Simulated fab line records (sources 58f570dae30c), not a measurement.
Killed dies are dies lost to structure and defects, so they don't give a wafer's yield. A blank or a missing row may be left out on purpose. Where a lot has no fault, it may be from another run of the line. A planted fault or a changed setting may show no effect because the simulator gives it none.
The tool behind it: which one? / flow berkeley_cmos170 / 14 lots (42 wafers sampled), 1 step of a 331-step route

WHAT EACH GAUGE READ, for each wafer
UCB170_NWELL_TW_MEAS_16. Usual: NWELL_TW gives 1238 (standard deviation 11).
lot=L451; measured=day 2 15:10; on=film_metro-03; NWELL_TW=1239 1240 1241; flag=
lot=L450; measured=day 2 15:16; on=film_metro-04; NWELL_TW=1246 1242 1254; flag=
lot=L452; measured=day 2 23:19; on=film_metro-04; NWELL_TW=1254 1253 1250; flag=
lot=L453; measured=day 2 23:26; on=film_metro-04; NWELL_TW=1255 1251 1255; flag=
lot=L454; measured=day 3 10:36; on=film_metro-01; NWELL_TW=1243 1234 1235; flag=
lot=L455; measured=day 3 11:05; on=film_metro-03; NWELL_TW=1230 1241 1239; flag=
lot=L457; measured=day 4 02:22; on=film_metro-04; NWELL_TW=1258 1255 1253; flag=
lot=L459; measured=day 4 10:12; on=film_metro-03; NWELL_TW=1243 1238 1232; flag=
lot=L458; measured=day 4 10:19; on=film_metro-03; NWELL_TW=1239 1236 1244; flag=
lot=L460; measured=day 4 18:39; on=film_metro-03; NWELL_TW=1238 1237 1225; flag=
lot=L461; measured=day 4 18:43; on=film_metro-04; NWELL_TW=1257 1262 1256; flag=
lot=L464; measured=day 5 06:37; on=film_metro-01; NWELL_TW=1223 1224 1222; flag=
lot=L463; measured=day 5 06:44; on=film_metro-04; NWELL_TW=1244 1243 1245; flag=
lot=L465; measured=day 5 20:42; on=film_metro-03; NWELL_TW=1221 1227 1226; flag=

WHAT TOOL EACH LOT RAN ON (gives the tool, then ch and the chambers of the sampled wafers, and finally the start)
The record shows no process step preceding these readings.

AS READ BY THE TOOLS THEMSELVES (means over the sampled wafers that have a number; for cases with no such wafer, the mark the record gives instead)
The record holds no such reading with a usual standard deviation.

THE ANSWER, worked out from the rows above alone
Rule: take the mean of a lot's wafers that have a number; if it is more than 3 standard deviations from the usual mean, the lot is off. A lot without any number at a reading at which 4 lots or more have one is off too. Where the step has rows for the other lots, those lots are counted as sound. The gauges are gone through in route order, then the tools' own readings, and for those a lot's mean is taken as printed above. The first step at which some lot is off is used, and at that step the reading that is off furthest; a lot without a number counts as furthest.
None of the lots is off at any reading shown; this tells nothing.

WHAT HAD BEEN PUT IN BY THE SIMULATOR
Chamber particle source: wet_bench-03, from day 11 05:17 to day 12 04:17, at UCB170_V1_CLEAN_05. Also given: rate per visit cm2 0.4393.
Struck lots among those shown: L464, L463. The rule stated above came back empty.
